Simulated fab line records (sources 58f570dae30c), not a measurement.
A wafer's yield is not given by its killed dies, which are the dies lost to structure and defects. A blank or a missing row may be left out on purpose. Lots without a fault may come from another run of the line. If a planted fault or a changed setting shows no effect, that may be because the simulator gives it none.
fab line records + flow berkeley_cmos170
record:
- lots: 14
- wafers: 42
- last_day: 13
route steps=331 shown NWELL@30 NLDD@159 M1@239
lots untouched by any fault: they come from a run of this same line in which no faults occurred
start_h: the number of hours between the record's first day and the start of the first shown wafer of the lot + wait_h: time in hours since the lot's previous step + " as in the row above + L1.1+2: a single row standing in for several wafers + - either no value or no given start + * or withheld: withheld + < > ~ a bound
route shown NAME@n: a module of which the file shows steps, and the number in the route of the first + usual: mean and standard deviation over wafers with no fault + same: alike in all rows + chamber/n: place in a boat + sites: per-site readings + _std_site: the standard deviation of these + _edge_site: outer sites' mean less inner sites' + radius_mm: how far each site lies from the wafer's centre + mask NAME#n: copy n + behind: the last tool/chamber to shape the wafer + hold: the reason the lot was held/the length of the hold in hours/how it ended + device: whichever transistor did not switch (one of n, p or np) + end of line: the same wafers' tests at the end of the route + step lacking rows: just its recipe + killed: count of dies lost to structure and defects at first sort (not the wafer's yield) + map: a wafer's dies, marking killed ones x, the rest . and places with no die _
set.NAME: the run value of the setting; set.NAME@STEP: its run value at that earlier step + model.NAME: the simulator's own value behind a step, which no gauge read
route steps across a sampled set of lots; one table per step, one row per wafer
services: a tool's chamber out of use, with start hour (start_h, from the record's first day; less than 0 if before it), hours out, and reason
== steps ==
step: UCB170_NWELL_TW_MEAS_16
usual:
- NWELL_TW: 1236/15
| lot.wafer | tool          | chamber | start_h | wait_h | NWELL_TW |
|-----------|---------------|---------|---------|--------|----------|
| L268.2    | film_metro-01 | -       | 34.01   | 0.1    | 1220     |
| L268.4    | "             | -       | "       | "      | 1226     |
| L268.6    | "             | -       | "       | "      | 1228     |
| L269.2    | film_metro-03 | -       | 43.15   | 0.1    | 1253     |
| L269.3    | "             | -       | "       | "      | 1247     |
| L269.4    | "             | -       | "       | "      | 1246     |
| L271.2    | film_metro-01 | -       | 58.48   | 0.1    | 1229     |
| L271.3    | "             | -       | "       | "      | 1219     |
| L271.6    | "             | -       | "       | "      | 1209     |
| L275.1    | film_metro-03 | -       | 69.68   | 0.1    | 1255     |
| L275.4    | "             | -       | "       | "      | 1251     |
| L275.6    | "             | -       | "       | "      | 1258     |
| L277.2    | film_metro-03 | -       | 82.82   | 0.1    | 1255     |
| L277.3    | "             | -       | "       | "      | 1246     |
| L277.5    | "             | -       | "       | "      | 1251     |
| L280.1    | film_metro-01 | -       | 95.28   | 0.1    | 1218     |
| L280.2    | "             | -       | "       | "      | 1216     |
| L280.3    | "             | -       | "       | "      | 1225     |
| L282.2    | film_metro-03 | -       | 104.75  | 0.1    | 1249     |
| L282.3    | "             | -       | "       | "      | 1250     |
| L282.4    | "             | -       | "       | "      | 1249     |
| L283.2    | film_metro-03 | -       | 114.41  | 0.1    | 1251     |
| L283.4    | "             | -       | "       | "      | 1252     |
| L283.6    | "             | -       | "       | "      | 1251     |
| L286.1    | film_metro-01 | -       | 126.52  | 0.1    | 1227     |
| L286.2    | "             | -       | "       | "      | 1222     |
| L286.6    | "             | -       | "       | "      | 1226     |
| L287.2    | film_metro-02 | -       | 139.65  | 0.1    | 1260     |
| L287.3    | "             | -       | "       | "      | 1257     |
| L287.6    | "             | -       | "       | "      | 1258     |
| L288.2    | film_metro-01 | -       | 139.98  | 0.1    | 1225     |
| L288.5    | "             | -       | "       | "      | 1228     |
| L288.6    | "             | -       | "       | "      | 1229     |
| L289.1    | film_metro-01 | -       | 153.35  | 0.1    | 1222     |
| L289.2    | "             | -       | "       | "      | 1230     |
| L289.5    | "             | -       | "       | "      | 1224     |
| L290.1    | film_metro-02 | -       | 153.53  | 0.1    | 1248     |
| L290.3    | "             | -       | "       | "      | 1247     |
| L290.6    | "             | -       | "       | "      | 1252     |
| L291.1    | film_metro-01 | -       | 161.64  | 0.1    | 1235     |
| L291.2    | "             | -       | "       | "      | 1230     |
| L291.5    | "             | -       | "       | "      | 1223     |
step: UCB170_NLDD_COAT_01
recipe:
- resist: KrF
- spin_rpm: 1500
- resist_thk_nm: 900
usual:
- exhaust_pa: 45.2/0.95
| lot.wafer | tool           | chamber | start_h | wait_h | exhaust_pa |
|-----------|----------------|---------|---------|--------|------------|
| L268.2    | litho_track-03 | 0       | 163.11  | 0.1    | 44.4       |
| L268.4    | "              | 0       | "       | "      | 44.8       |
| L268.6    | "              | 0       | "       | "      | 43.6       |
| L269.2    | litho_track-01 | 0       | 167.45  | 0.1    | 43.6       |
| L269.3    | "              | 0       | "       | "      | 45.0       |
| L269.4    | "              | 0       | "       | "      | 44.7       |
| L271.2    | litho_track-03 | 0       | 173.03  | 0.1    | 45.4       |
| L271.3    | "              | 0       | "       | "      | 45.7       |
| L271.6    | "              | 0       | "       | "      | 46.2       |
| L275.1    | litho_track-04 | 0       | 185.39  | 0.1    | 45.5       |
| L275.4    | "              | 0       | "       | "      | 45.2       |
| L275.6    | "              | 0       | "       | "      | 45.8       |
| L277.2    | litho_track-03 | 0       | 197.70  | 0.1    | 45.7       |
| L277.3    | "              | 0       | "       | "      | 44.6       |
| L277.5    | "              | 0       | "       | "      | 46.0       |
| L280.1    | litho_track-03 | 0       | 208.82  | 0.1    | 43.8       |
| L280.2    | "              | 0       | "       | "      | 44.5       |
| L280.3    | "              | 0       | "       | "      | 43.0       |
| L282.2    | litho_track-04 | 0       | 222.09  | 0.1    | 43.9       |
| L282.3    | "              | 0       | "       | "      | 44.1       |
| L282.4    | "              | 0       | "       | "      | 45.6       |
| L283.2    | litho_track-01 | 0       | 222.71  | 0.1    | 43.6       |
| L283.4    | "              | 0       | "       | "      | 45.3       |
| L283.6    | "              | 0       | "       | "      | 44.9       |
| L286.1    | litho_track-01 | 0       | 244.85  | 0.1    | 44.7       |
| L286.2    | "              | 0       | "       | "      | 44.0       |
| L286.6    | "              | 0       | "       | "      | 45.0       |
| L287.2    | litho_track-01 | 0       | 245.33  | 0.1    | 47.9       |
| L287.3    | "              | 0       | "       | "      | 45.6       |
| L287.6    | "              | 0       | "       | "      | 45.5       |
| L288.2    | litho_track-01 | 0       | 245.78  | 0.1    | 45.7       |
| L288.5    | "              | 0       | "       | "      | 46.0       |
| L288.6    | "              | 0       | "       | "      | 44.5       |
| L289.1    | litho_track-01 | 0       | 266.72  | 0.1    | 46.4       |
| L289.2    | "              | 0       | "       | "      | 45.0       |
| L289.5    | "              | 0       | "       | "      | 44.8       |
| L290.1    | litho_track-03 | 0       | 267.09  | 0.1    | 45.2       |
| L290.3    | "              | 0       | "       | "      | 44.8       |
| L290.6    | "              | 0       | "       | "      | 45.5       |
| L291.1    | litho_track-01 | 0       | 279.97  | 0.1    | 46.4       |
| L291.2    | "              | 0       | "       | "      | 45.5       |
| L291.5    | "              | 0       | "       | "      | 45.3       |
step: UCB170_NLDD_STRIP_10
recipe:
- chemistry: O2
- power_w: 400
- pressure_mtorr: 3500
- platen_temp_c: withheld
- o2_flow_sccm: 400
- overash_fraction: 0.5
usual:
- drypump_motor_current_A: 5.6/0.37
- oes_product_au: 0.734/0.0045
- strip_time_to_endpoint_s: 21.62/0.071
| lot.wafer | tool            | chamber | start_h | wait_h | drypump_motor_current_A | oes_product_au | rf_hours_counter_h | strip_time_to_endpoint_s |
|-----------|-----------------|---------|---------|--------|-------------------------|----------------|--------------------|--------------------------|
| L268.2    | plasma_asher-04 | 1       | 164.67  | 0.1    | 5.2                     | 0.732          | 43                 | 21.58                    |
| L268.4    | "               | 0       | "       | "      | 5.1                     | 0.735          | -                  | 21.57                    |
| L268.6    | "               | 1       | "       | "      | 5.2                     | 0.727          | -                  | 21.55                    |
| L269.2    | plasma_asher-04 | 1       | 168.57  | 0.1    | 5.2                     | 0.731          | 44                 | 21.65                    |
| L269.3    | "               | 1       | "       | "      | 5.2                     | 0.737          | -                  | 21.71                    |
| L269.4    | "               | 0       | "       | "      | 5.1                     | 0.738          | -                  | 21.72                    |
| L271.2    | plasma_asher-04 | 1       | 174.35  | 0.1    | 5.2                     | 0.731          | 44                 | 21.62                    |
| L271.3    | "               | 0       | "       | "      | 5.1                     | 0.735          | -                  | 21.58                    |
| L271.6    | "               | 0       | "       | "      | 5.1                     | 0.725          | -                  | 21.56                    |
| L275.1    | plasma_asher-04 | 0       | 187.62  | 0.1    | 5.1                     | 0.737          | 46                 | 21.62                    |
| L275.4    | "               | 0       | "       | "      | 5.1                     | 0.729          | -                  | 21.61                    |
| L275.6    | "               | 0       | "       | "      | 5.1                     | 0.727          | -                  | 21.63                    |
| L277.2    | plasma_asher-03 | 1       | 198.82  | 0.1    | 6.0                     | 0.734          | 8                  | 22.39                    |
| L277.3    | "               | 1       | "       | "      | 6.0                     | 0.729          | -                  | 22.42                    |
| L277.5    | "               | 0       | "       | "      | 6.0                     | 0.734          | -                  | 22.40                    |
| L280.1    | plasma_asher-03 | 1       | 210.48  | 0.1    | 6.0                     | 0.736          | 10                 | 22.44                    |
| L280.2    | "               | 0       | "       | "      | 5.9                     | 0.738          | 10                 | 22.36                    |
| L280.3    | "               | 1       | "       | "      | 6.0                     | 0.726          | -                  | 22.33                    |
| L282.2    | plasma_asher-01 | 1       | 223.72  | 0.1    | 5.3                     | 0.733          | 43                 | 21.70                    |
| L282.3    | "               | 1       | "       | "      | 5.3                     | 0.740          | -                  | 21.66                    |
| L282.4    | "               | 0       | "       | "      | 5.3                     | 0.734          | -                  | 21.68                    |
| L283.2    | plasma_asher-01 | 0       | 223.99  | 0.1    | 5.3                     | 0.740          | 43                 | 21.63                    |
| L283.4    | "               | 0       | "       | "      | 5.3                     | 0.733          | -                  | 21.68                    |
| L283.6    | "               | 1       | "       | "      | 5.3                     | 0.737          | -                  | 21.75                    |
| L286.1    | plasma_asher-03 | 0       | 246.51  | 0.1    | 6.0                     | 0.735          | 14                 | 21.78                    |
| L286.2    | "               | 1       | "       | "      | 6.0                     | 0.746          | 14                 | 21.57                    |
| L286.6    | "               | 0       | "       | "      | 5.9                     | 0.730          | -                  | 21.68                    |
| L287.2    | plasma_asher-04 | 0       | 247.07  | 0.1    | 5.1                     | 0.731          | 54                 | 21.64                    |
| L287.3    | "               | 1       | "       | "      | 5.2                     | 0.734          | -                  | 21.62                    |
| L287.6    | "               | 1       | "       | "      | 5.2                     | 0.737          | -                  | 21.67                    |
| L288.2    | plasma_asher-03 | 1       | 247.37  | 0.1    | 6.0                     | 0.731          | 14                 | 21.64                    |
| L288.5    | "               | 0       | "       | "      | 5.9                     | 0.734          | -                  | 21.68                    |
| L288.6    | "               | 1       | "       | "      | 6.0                     | 0.731          | -                  | 21.72                    |
| L289.1    | plasma_asher-03 | 1       | 268.15  | 0.1    | 6.0                     | 0.730          | 17                 | 21.69                    |
| L289.2    | "               | 0       | "       | "      | 5.9                     | 0.735          | 17                 | 21.72                    |
| L289.5    | "               | 0       | "       | "      | 5.9                     | 0.731          | -                  | 21.64                    |
| L290.1    | plasma_asher-04 | 1       | 268.39  | 0.1    | 5.2                     | 0.734          | 56                 | 21.53                    |
| L290.3    | "               | 0       | "       | "      | 5.1                     | 0.731          | -                  | 21.55                    |
| L290.6    | "               | 0       | "       | "      | 5.1                     | 0.736          | -                  | 21.61                    |
| L291.1    | plasma_asher-03 | 1       | 281.93  | 0.1    | 6.0                     | 0.730          | 18                 | 21.59                    |
| L291.2    | "               | 0       | "       | "      | 6.0                     | 0.734          | 18                 | 21.60                    |
| L291.5    | "               | 0       | "       | "      | 5.9                     | 0.726          | -                  | 21.62                    |
step: UCB170_M1_RS_MEAS_01
recipe:
- thk_meas_gauge: four-point-probe
- reads: Al_of_M1_SPUTTER_00
usual:
- M1_AL_RS: 0.0486/0.00057
| lot.wafer | tool          | chamber | start_h | wait_h | M1_AL_RS[ohm/sq] |
|-----------|---------------|---------|---------|--------|------------------|
| L268.2    | film_metro-03 | -       | 178.29  | 0.1    | 0.0480           |
| L268.4    | "             | -       | "       | "      | 0.0484           |
| L268.6    | "             | -       | "       | "      | 0.0481           |
| L269.2    | film_metro-04 | -       | 188.01  | 0.1    | 0.0497           |
| L269.3    | "             | -       | "       | "      | 0.0486           |
| L269.4    | "             | -       | "       | "      | 0.0477           |
| L271.2    | film_metro-04 | -       | 194.95  | 0.1    | 0.0489           |
| L271.3    | "             | -       | "       | "      | 0.0485           |
| L271.6    | "             | -       | "       | "      | 0.0495           |
| L275.1    | film_metro-03 | -       | 204.92  | 0.0    | 0.0498           |
| L275.4    | "             | -       | "       | "      | 0.0489           |
| L275.6    | "             | -       | "       | "      | 0.0482           |
| L277.2    | film_metro-02 | -       | 216.01  | 0.1    | 0.0487           |
| L277.3    | "             | -       | "       | "      | 0.0488           |
| L277.5    | "             | -       | "       | "      | 0.0491           |
| L280.1    | film_metro-02 | -       | 227.53  | 0.0    | 0.0481           |
| L280.2    | "             | -       | "       | "      | 0.0484           |
| L280.3    | "             | -       | "       | "      | 0.0487           |
| L282.2    | film_metro-02 | -       | 241.40  | 0.1    | 0.0489           |
| L282.3    | "             | -       | "       | "      | 0.0483           |
| L282.4    | "             | -       | "       | "      | 0.0486           |
| L283.2    | film_metro-03 | -       | 243.35  | 0.1    | 0.0484           |
| L283.4    | "             | -       | "       | "      | 0.0488           |
| L283.6    | "             | -       | "       | "      | 0.0490           |
| L286.1    | film_metro-03 | -       | 265.13  | 0.0    | 0.0490           |
| L286.2    | "             | -       | "       | "      | 0.0501           |
| L286.6    | "             | -       | "       | "      | 0.0495           |
| L287.2    | film_metro-04 | -       | 265.84  | 0.2    | 0.0490           |
| L287.3    | "             | -       | "       | "      | 0.0482           |
| L287.6    | "             | -       | "       | "      | 0.0485           |
| L288.2    | film_metro-03 | -       | 265.87  | 0.1    | 0.0492           |
| L288.5    | "             | -       | "       | "      | 0.0493           |
| L288.6    | "             | -       | "       | "      | 0.0488           |
| L289.1    | film_metro-04 | -       | 285.40  | 0.0    | 0.0487           |
| L289.2    | "             | -       | "       | "      | 0.0481           |
| L289.5    | "             | -       | "       | "      | 0.0483           |
| L290.1    | film_metro-03 | -       | 285.68  | 0.0    | 0.0481           |
| L290.3    | "             | -       | "       | "      | 0.0491           |
| L290.6    | "             | -       | "       | "      | 0.0481           |
| L291.1    | film_metro-03 | -       | 303.34  | 0.0    | 0.0500           |
| L291.2    | "             | -       | "       | "      | 0.0488           |
| L291.5    | "             | -       | "       | "      | 0.0496           |
step: UCB170_M1_THK_MEAS_02
recipe:
- thk_meas_gauge: xrf
- reads: Al_of_M1_SPUTTER_00
usual:
- M1_AL_THK: 593/7
| lot.wafer | tool          | chamber | start_h | wait_h | M1_AL_THK[nm] |
|-----------|---------------|---------|---------|--------|---------------|
| L268.2    | film_metro-03 | -       | 178.40  | 0.1    | 595           |
| L268.4    | "             | -       | "       | "      | 592           |
| L268.6    | "             | -       | "       | "      | 597           |
| L269.2    | film_metro-04 | -       | 188.12  | 0.1    | 578           |
| L269.3    | "             | -       | "       | "      | 588           |
| L269.4    | "             | -       | "       | "      | 599           |
| L271.2    | film_metro-04 | -       | 195.06  | 0.1    | 587           |
| L271.3    | "             | -       | "       | "      | 595           |
| L271.6    | "             | -       | "       | "      | 582           |
| L275.1    | film_metro-03 | -       | 205.04  | 0.1    | 583           |
| L275.4    | "             | -       | "       | "      | 596           |
| L275.6    | "             | -       | "       | "      | 598           |
| L277.2    | film_metro-02 | -       | 216.12  | 0.1    | 591           |
| L277.3    | "             | -       | "       | "      | 589           |
| L277.5    | "             | -       | "       | "      | 589           |
| L280.1    | film_metro-02 | -       | 227.65  | 0.1    | 598           |
| L280.2    | "             | -       | "       | "      | 594           |
| L280.3    | "             | -       | "       | "      | 591           |
| L282.2    | film_metro-02 | -       | 241.51  | 0.1    | 591           |
| L282.3    | "             | -       | "       | "      | 598           |
| L282.4    | "             | -       | "       | "      | 592           |
| L283.2    | film_metro-03 | -       | 243.46  | 0.1    | 593           |
| L283.4    | "             | -       | "       | "      | 589           |
| L283.6    | "             | -       | "       | "      | 587           |
| L286.1    | film_metro-03 | -       | 265.25  | 0.1    | 588           |
| L286.2    | "             | -       | "       | "      | 578           |
| L286.6    | "             | -       | "       | "      | 586           |
| L287.2    | film_metro-04 | -       | 265.95  | 0.1    | 586           |
| L287.3    | "             | -       | "       | "      | 597           |
| L287.6    | "             | -       | "       | "      | 594           |
| L288.2    | film_metro-03 | -       | 265.98  | 0.1    | 588           |
| L288.5    | "             | -       | "       | "      | 590           |
| L288.6    | "             | -       | "       | "      | 594           |
| L289.1    | film_metro-04 | -       | 285.52  | 0.1    | 591           |
| L289.2    | "             | -       | "       | "      | 596           |
| L289.5    | "             | -       | "       | "      | 598           |
| L290.1    | film_metro-03 | -       | 285.80  | 0.1    | 601           |
| L290.3    | "             | -       | "       | "      | 587           |
| L290.6    | "             | -       | "       | "      | 601           |
| L291.1    | film_metro-03 | -       | 303.46  | 0.1    | 581           |
| L291.2    | "             | -       | "       | "      | 591           |
| L291.5    | "             | -       | "       | "      | 584           |
== services ==
| tool            | chamber | start_h | hours | kind   |
|-----------------|---------|---------|-------|--------|
| plasma_asher-01 | -       | 229.90  | 14.6  | pm     |
| plasma_asher-03 | -       | 236.05  | 0.7   | repair |
| plasma_asher-01 | -       | 278.39  | 8.8   | repair |
== key ==
first_sign:
- step: UCB170_NLDD_STRIP_10
- reading: strip_time_to_endpoint_s
- direction: up
- sigmas: 11
- usual: *
- struck: *
effect none on later readings
met_at UCB170_NLDD_COAT_01
struck_lots L277,L280
tester_left_out L277,L280
not_acting_at UCB170_NWELL_TW_MEAS_16,UCB170_M1_RS_MEAS_01,UCB170_M1_THK_MEAS_02
onset_between 173.03 197.70
fault:
- kind: process_parameter_drift
- tool: litho_track-03
- chamber: -
- onset_h: 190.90
- steps: UCB170_NLDD_COAT_01
- channel: resist_thk_nm
- offset: *
- shape: step
- end_h: 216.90
- acts_in: *
- stated: *
tester_left_out: of these lots the tester's yield and bins aren't shown, on N5 and GAA mostly nor the transistor test; their killed dies are dies lost to structure and defects alone, not to doping, threshold or leakage, so they don't give the yield
